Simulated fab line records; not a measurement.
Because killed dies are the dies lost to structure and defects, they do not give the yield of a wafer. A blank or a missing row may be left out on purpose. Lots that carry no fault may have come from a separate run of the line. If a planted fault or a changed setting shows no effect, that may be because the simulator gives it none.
Problem report, 8D (eight disciplines) form, completed by code :: flow berkeley cmos170 :: the parts of the form that need people (team, actions taken, sign-off) are left out

## 1. PROBLEM STATEMENT
Mean M1_AL_RS at UCB170_M1_RS_MEAS_01: 0.0241 ohm/sq over 2 wafers in 2 lots; fault-free wafers: 0.0471 ohm/sq, standard deviation 0.00039. That puts it -59 standard deviations away from the usual mean.
The step: measures by four-point-probe.
First seen on wafer L259.1, day 10 19:08, on film metro-02. Wafers with a number at this step in the record: 42, from 14 lots. The rule behind "out" and "out of limits": a value lying over 4 standard deviations away from the usual mean. Any other wafer with a number is counted as sound.

## 2. WHAT IT IS AND WHAT IT IS NOT
question: which readings at this step
is: M1_AL_RS
is not: -

question: which lots
is: L259, L262
is not: L250, L252, L253, L254, L255, L256, L257, L258, L260, L263, L270, L271

question: which wafers of those lots
is: L259.1, L262.3
is not: L259.4, L259.5, L262.2, L262.5

question: read on which gauges
is: film metro-01, film metro-02
is not: film metro-04

question: when
is: from day 10 19:08
is not: up to then (29 sound wafers); but 11 sound wafers of L262, L263, L270, L271 came after

## 3. SUSPECTS, AND WHAT RULES EACH OUT
Counting: a tool at a process step up to the reading stays a suspect if it ran every lot that is out. Sound lots after the first of them don't rule it out here, since some wafers of a struck lot are sound.
- the gauge at UCB170_M1_RS_MEAS_01: ruled out. 2 gauges (film metro-01, film metro-02) read the wafers that are out.
- pvd sputter-04 at UCB170_M1_SPUTTER_00 (material Al, target thk 600 nm, time 80 s): kept. It ran every lot that is out, first L259 (day 10 19:05); its last sound lot up to then is L258 (day 10 10:23).
Remaining after the count: pvd sputter-04 at UCB170_M1_SPUTTER_00.

## 4. THE CAUSE (what the simulator had put in)
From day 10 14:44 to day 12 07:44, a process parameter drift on pvd sputter-04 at UCB170_M1_SPUTTER_00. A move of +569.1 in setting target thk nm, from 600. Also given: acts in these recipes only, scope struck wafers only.
Only this tool survived the counting.

## 5. THE CHAIN OF EFFECTS, in route order
Each row: a reading where the mean over the struck wafers with a number is more than 3 standard deviations away from the usual. Readings are gone through only where the record gives a usual standard deviation; hours: the median, over the lots, of the time from a lot's start at the first step in this table giving one to that lot's start at this step; sigmas: the change measured in usual standard deviations.
hours: 0
step: UCB170_M1_RS_MEAS_01
reading: M1_AL_RS
usual: 0.0471 ohm/sq
on struck wafers: 0.0241
change: -0.0230
sigmas: -59

hours: 0
step: UCB170_M1_THK_MEAS_02
reading: M1_AL_THK
usual: 620 nm
on struck wafers: 1202
change: +582
sigmas: +91

hours: 2
step: UCB170_M1_METAL_ETCH_12
reading: oes product au
usual: 0.864 a.u.
on struck wafers: 1.011
change: +0.147
sigmas: +15

hours: 15
step: UCB170_M3_PROBE_99
reading: defect limited yield
usual: 98.9 %
on struck wafers: 0.0
change: -98.9
sigmas: -99 or more

hours: 15
step: UCB170_M3_PROBE_99
reading: killed_at_M0_to_M3
usual: 0.8
on struck wafers: 261.0
change: +260.2
sigmas: +99 or more

hours: 15
step: UCB170_M3_PROBE_99
reading: killed dies
usual: 3.0
on struck wafers: 264.0
change: +261.0
sigmas: +99 or more

hours: 15
step: UCB170_M3_PROBE_99
reading: killed on rim
usual: 0.9
on struck wafers: 70.0
change: +69.1
sigmas: +63

hours: 15
step: UCB170_M3_PROBE_99
reading: sort_bin_5_function
usual: 0.7 %
on struck wafers: 99.2
change: +98.5
sigmas: +99 or more

hours: 15
step: UCB170_M3_PROBE_99
reading: sort n pass
usual: 261.0
on struck wafers: 0.0
change: -261.0
sigmas: -99 or more

hours: 15
step: UCB170_M3_PROBE_99
reading: sort yield pct
usual: 98.9 %
on struck wafers: 0.0
change: -98.9
sigmas: -99 or more
Process steps it contains:
- UCB170_M1_METAL_ETCH_12: etches Al in Cl2/BCl3, stops on PSG, target depth 780 nm, time 130 s.
- UCB170_M3_PROBE_99

## 6. HOW IT WOULD HAVE BEEN CAUGHT EARLIER
Counted from the fault's start at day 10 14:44, it took 4 hours until the first out-of-limits reading at a measuring or inspecting step in this record, taken at day 10 19:08.
An alarm limit of 4 standard deviations would not have fired on the tool readings at UCB170_M1_SPUTTER_00 for which the record gives a usual standard deviation, since none of them was out on any struck wafer.
L262, from the lots that are out (2), started UCB170_M1_SPUTTER_00 on pvd sputter-04 later than day 10 19:08. It would have been spared by a hold on the tool at that moment.
